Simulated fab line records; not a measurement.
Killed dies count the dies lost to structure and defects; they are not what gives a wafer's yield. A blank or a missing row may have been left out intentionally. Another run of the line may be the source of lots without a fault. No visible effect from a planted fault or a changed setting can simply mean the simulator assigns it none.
Comparing a struck lot with a sound one / flow rit-cmos / 43 out of 202 route steps
Sound: the wafers L444.2, L444.4, L444.6. Wafers struck: L449.1, L449.2, L449.4. At the end, the cause is stated.
Order at every step that has rows: each side's tool, ch and its chambers, its first start. Under that, the readings that differ: sound wafers / struck wafers / difference of the means / sigmas: that difference in standard deviations of wafers without a fault.
alike: readings whose means differ by less than 2 such deviations, and words and numbers that are the same on both sides. not compared: withheld readings, readings that some wafer has no value for, bounds like >300 that may hide the same value, and numbers for which the record gives no deviation and whose values overlap.
A row with sigmas, a row that says differs or no value, or rows on one side alone: a step with any of these is where the two part. Numbers that have no deviation but don't overlap get no sigmas and don't part them. A reading that every wafer of one side lacks parts them only if that side has two wafers or more.

first, 2 steps without rows for these wafers: RIT_NSD_IMPLANT_08; RIT_NSD_STRIP_09 (strips in O2, time 180 s).
RIT_NSD_TW_MEAS_10:
  struck on film-metro-03, day 5 10:23; sound on film-metro-01, day 4 07:11
reading=NSD_TW; sound=3143 3144 3162; struck=3065 3072 3078; difference=-78; sigmas=-3
then, 6 steps without rows for these wafers: RIT_PSD_HMDS_00 (prime time 60 s); RIT_PSD_COAT_01 (resist thk 1000 nm); RIT_PSD_SOFTBAKE_02 (time 60 s); RIT_PSD_EXPOSE_03 (exposes mask M10, target cd 40900 nm); RIT_PSD_PEB_04; RIT_PSD_DEVELOP_05 (develop time 50 s).
RIT_PSD_OVL_MEAS_06:
  struck on overlay-01, day 5 11:17; sound on overlay-02, day 4 08:05
  alike: PSD_OVL
then, 2 steps without rows for these wafers: RIT_PSD_HARDBAKE_07 (time 60 s); RIT_PSD_IMPLANT_08.
RIT_PSD_STRIP_09: strips in O2, time 180 s.
  sound on plasma-asher-02 ch 0,1, day 4 08:25; struck on plasma-asher-02 ch 0,1, day 5 11:38
  alike: drypump-motor-current-A
  not compared: rf-hours-counter-h
RIT_PSD_TW_MEAS_10:
  struck on film-metro-03, day 5 11:48; sound on film-metro-01, day 4 08:37
reading=PSD_TW; sound=3461 3474 3449; struck=3387 3389 3381; difference=-76; sigmas=-3
then, 3 steps without rows for these wafers: RIT_SDANNEAL_CLEAN_00 (cleans in SC1, time 572.4 s); RIT_SDANNEAL_CLEAN_01 (cleans in dHF, time 30 s); RIT_SDANNEAL_CLEAN_02 (cleans in SC2, time 600 s).
RIT_SDANNEAL_RTA_03: time 5 s.
  sound on rtp-anneal-01 ch 0, day 4 09:04; struck on rtp-anneal-02 ch 0, day 5 12:15
reading=anneal-temp-c-max; sound=1054.2 1055.2 1053.0; struck=1056.9 1056.6 1056.2; difference=+2.4; sigmas=+2
  alike: wafer_temp_C_max
RIT_SDANNEAL_RS_MEAS_04: uses a four-point probe to measure.
  struck on film-metro-01, day 5 12:18; sound on film-metro-03, day 4 09:11
  alike: PSD_RS
RIT_SDANNEAL_RS_MEAS_05: uses a four-point probe to measure.
  struck on film-metro-01, day 5 12:25; sound on film-metro-03, day 4 09:18
  alike: NSD_RS
RIT_SDANNEAL_RS_MEAS_06: uses a four-point probe to measure.
  struck on film-metro-01, day 5 12:32; sound on film-metro-03, day 4 09:25
  alike: PLDD_RS
RIT_SDANNEAL_RS_MEAS_07: uses a four-point probe to measure.
  struck on film-metro-01, day 5 12:40; sound on film-metro-03, day 4 09:32
  alike: NLDD_RS
then, 1 step without rows for these wafers: RIT_SILICIDE_WET_ETCH_00 (etches SiO2 in BOE, target depth 14 nm, time 15 s).
RIT_SILICIDE_SPUTTER_01: material Ti, target thk 30 nm, time 240 s.
  struck on pvd-sputter-03, day 5 12:48; sound on pvd-sputter-01, day 4 09:39
  alike: throttle-valve-pct
RIT_SILICIDE_RS_MEAS_02: uses a four-point probe to measure.
  struck on film-metro-03, day 5 12:57; sound on film-metro-02, day 4 09:49
  alike: SILICIDE_TI_RS
RIT_SILICIDE_THK_MEAS_03: measures by xrf.
  struck on film-metro-03, day 5 13:04; sound on film-metro-02, day 4 09:56
  alike: SILICIDE_TI_THK
RIT_SILICIDE_RTA_04: time 10 s, ramp up 5 s, ramp down 5 s.
  sound on rtp-anneal-02 ch 0, day 4 09:59; struck on rtp-anneal-01 ch 0, day 5 13:08
reading=anneal-temp-c-max; sound=654.7 653.3 653.3; struck=651.8 652.4 652.2; difference=-1.6; sigmas=-3
reading=wafer_temp_C_max; sound=653.3 652.6 653.1; struck=651.4 652.4 651.2; difference=-1.3; sigmas=-2
then, 2 steps without rows for these wafers: RIT_SILICIDE_WET_ETCH_05 (etches Ti in SPM, time 120 s); RIT_SILICIDE_RTA_06 (time 10 s, ramp up 5 s, ramp down 10 s).
RIT_CONTACT_CVD_00: deposits SiO2 from TEOS, target thk 400 nm, time 61 s.
  sound on pecvd-01 ch 0,1,2, day 4 10:16; struck on pecvd-04 ch 0,2, day 5 13:18
  alike: heater-power-w
RIT_CONTACT_THK_MEAS_01:
  struck on film-metro-04, day 5 13:21; sound on film-metro-04, day 4 10:19
reading=CONTACT_TEOS_THK (nm); sound=397 405 407; struck=390 390 394; difference=-12; sigmas=-2
then, 6 steps without rows for these wafers: RIT_CONTACT_HMDS_02 (prime time 60 s); RIT_CONTACT_COAT_03 (resist thk 1000 nm); RIT_CONTACT_SOFTBAKE_04 (time 60 s); RIT_CONTACT_EXPOSE_05 (exposes mask M11, target cd 1000 nm); RIT_CONTACT_PEB_06; RIT_CONTACT_DEVELOP_07 (develop time 120 s).
RIT_CONTACT_CD_MEAS_08: target cd 1000 nm.
  struck on cd-sem-02, day 5 14:23; sound on cd-sem-01, day 4 11:22
  alike: cd-nm
RIT_CONTACT_OVL_MEAS_09:
  struck on overlay-02, day 5 14:30; sound on overlay-02, day 4 11:28
  alike: CONTACT_OVL
then, 1 step without rows for these wafers: RIT_CONTACT_HARDBAKE_10 (time 60 s).
RIT_CONTACT_ETCH_11: etches SiO2 in CHF3/CF4/Ar, stops on TiSi2, target depth 480 nm, time 320 s.
  sound on rie-diel-01 ch 0,2,3, day 4 11:39; struck on rie-diel-01 ch 0,1,3, day 5 14:41
  alike: drypump-motor-current-A, oes-product-au, throttle-valve-pct
  not compared: rf-hours-counter-h
then, 1 step without rows for these wafers: RIT_CONTACT_STRIP_12 (strips in O2, time 180 s).
RIT_M1_PROBE_99:
  struck on prober-01, day 5 19:41; sound on prober-02, day 4 16:52
reading=hold; sound=- - -; struck=await-dispo/4.7h/release await-dispo/4.7h/release await-dispo/4.7h/release; difference=no value on the sound wafers; sigmas=
reading=killed-at-front-end; sound=5 7 11; struck=41 43 36; difference=+32; sigmas=+10
reading=killed-dies; sound=5 7 11; struck=41 43 36; difference=+32; sigmas=+10
reading=killed-on-rim; sound=0 2 4; struck=12 1 11; difference=+6; sigmas=+5
  alike: killed-at-contacts, killed-open, killed-short

## WHERE THEY PART
At RIT_NSD_TW_MEAS_10 first; at RIT_M1_PROBE_99 last (within this record only).

WHY: what the simulator had put in
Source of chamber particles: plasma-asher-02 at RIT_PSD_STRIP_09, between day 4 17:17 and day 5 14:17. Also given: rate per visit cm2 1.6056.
